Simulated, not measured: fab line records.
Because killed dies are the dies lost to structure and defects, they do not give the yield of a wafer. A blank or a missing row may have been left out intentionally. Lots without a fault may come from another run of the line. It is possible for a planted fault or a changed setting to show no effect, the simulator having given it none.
Code-filled problem report in 8D (eight disciplines) form || flow rit cmos || the parts of the form that need people (team, actions taken, sign-off) are left out

## 1. WHAT WENT WRONG
GATE_POLY_THK at RIT_GATE_THK_MEAS_09 reads a mean of 169.3 nm on 6 wafers of 2 lots; wafers without a fault read 250.0 nm with a standard deviation of 2.2. Measured from the usual mean, that is -37 standard deviations.
The first sign was on wafer L404.2 at day 5 14:29, on film metro-01. At this step, 39 wafers from 13 lots have a number in the record. By rule, "out" or "out of limits" means more than 4 standard deviations away from the usual mean. All remaining wafers that have a number are taken as sound.

## 2. WHAT IT IS, WHAT IT ISN'T
{"question": "which readings at this step", "is": "GATE_POLY_THK", "is not": "-"}
{"question": "which lots", "is": "L404, L406", "is not": "L393, L394, L395, L396, L397, L398, L399, L400, L401, L402, L407"}
{"question": "which wafers of those lots", "is": "all that have a number", "is not": "-"}
{"question": "read on which gauges", "is": "film metro-01, film metro-03", "is not": "film metro-02"}
{"question": "when", "is": "from day 5 14:29", "is not": "up to then (30 sound wafers); but 3 sound wafers of L407 came after"}

## 3. SUSPECTS, AND WHAT RULES EACH OUT
Counting: a tool stays on the suspect list if, at a process step up to the reading, it processed all lots that are out and no sound lot following the first of them.
- the gauge at RIT_GATE_THK_MEAS_09 has been ruled out. 2 gauges (film metro-01, film metro-03) read the wafers that are out.
- lpcvd-02 at RIT_GATE_CVD_08 (deposits poly-Si from SiH4, target thk 250 nm, time 2220 s): kept. All lots that are out passed through it, beginning with L404 at day 5 12:52, and no sound lot followed; its final sound lot before that point was L402 at day 4 19:04.
Left after counting: lpcvd-02 at RIT_GATE_CVD_08.

## 4. THE CAUSE (what the simulator had put in)
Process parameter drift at RIT_GATE_CVD_08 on lpcvd-02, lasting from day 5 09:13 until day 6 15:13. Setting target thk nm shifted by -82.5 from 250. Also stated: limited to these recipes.
After counting, this tool was the only one left.

## 5. THE CHAIN OF EFFECTS, in route order
One row per reading whose mean, taken over the struck wafers that have a number, lies over 3 standard deviations from the usual. Scope: only readings with a usual standard deviation given in the record; hours: median across lots of the time from each lot's start at the first step in this table that gives one to its start at this step; sigmas: change in usual standard deviations.
{"hours": 0, "step": "RIT_GATE_THK_MEAS_09", "reading": "GATE_POLY_THK", "usual": "250.0 nm", "on struck wafers": 169.3, "change": -80.7, "sigmas": -37}
{"hours": 1, "step": "RIT_GATE_ETCH_19", "reading": "oes product au", "usual": "0.851 a.u.", "on struck wafers": 0.658, "change": -0.193, "sigmas": -14}
Here are the process steps it includes:
- RIT_GATE_ETCH_19: etches poly-Si in SF6/CHF3/O2, stops on SiO2, time 165 s, target depth 312.5 nm.
At these later measuring or inspecting steps, every struck wafer for which the step has a row has a number for every such reading, and none has moved that far: RIT_NLDD_OVL_MEAS_06.

## 6. WHAT WOULD HAVE CAUGHT IT SOONER
The first out-of-limits reading at a measuring or inspecting step in this record came at day 5 14:29, 5 hours after the fault's start at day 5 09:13.
No tool reading at RIT_GATE_CVD_08 that has a usual standard deviation in the record was out on any struck wafer, so an alarm limit of 4 standard deviations on those readings would not have fired.
L406, from the lots that are out (2), started RIT_GATE_CVD_08 on lpcvd-02 later than day 5 14:29. Had the tool been put on hold then, it would have been spared.
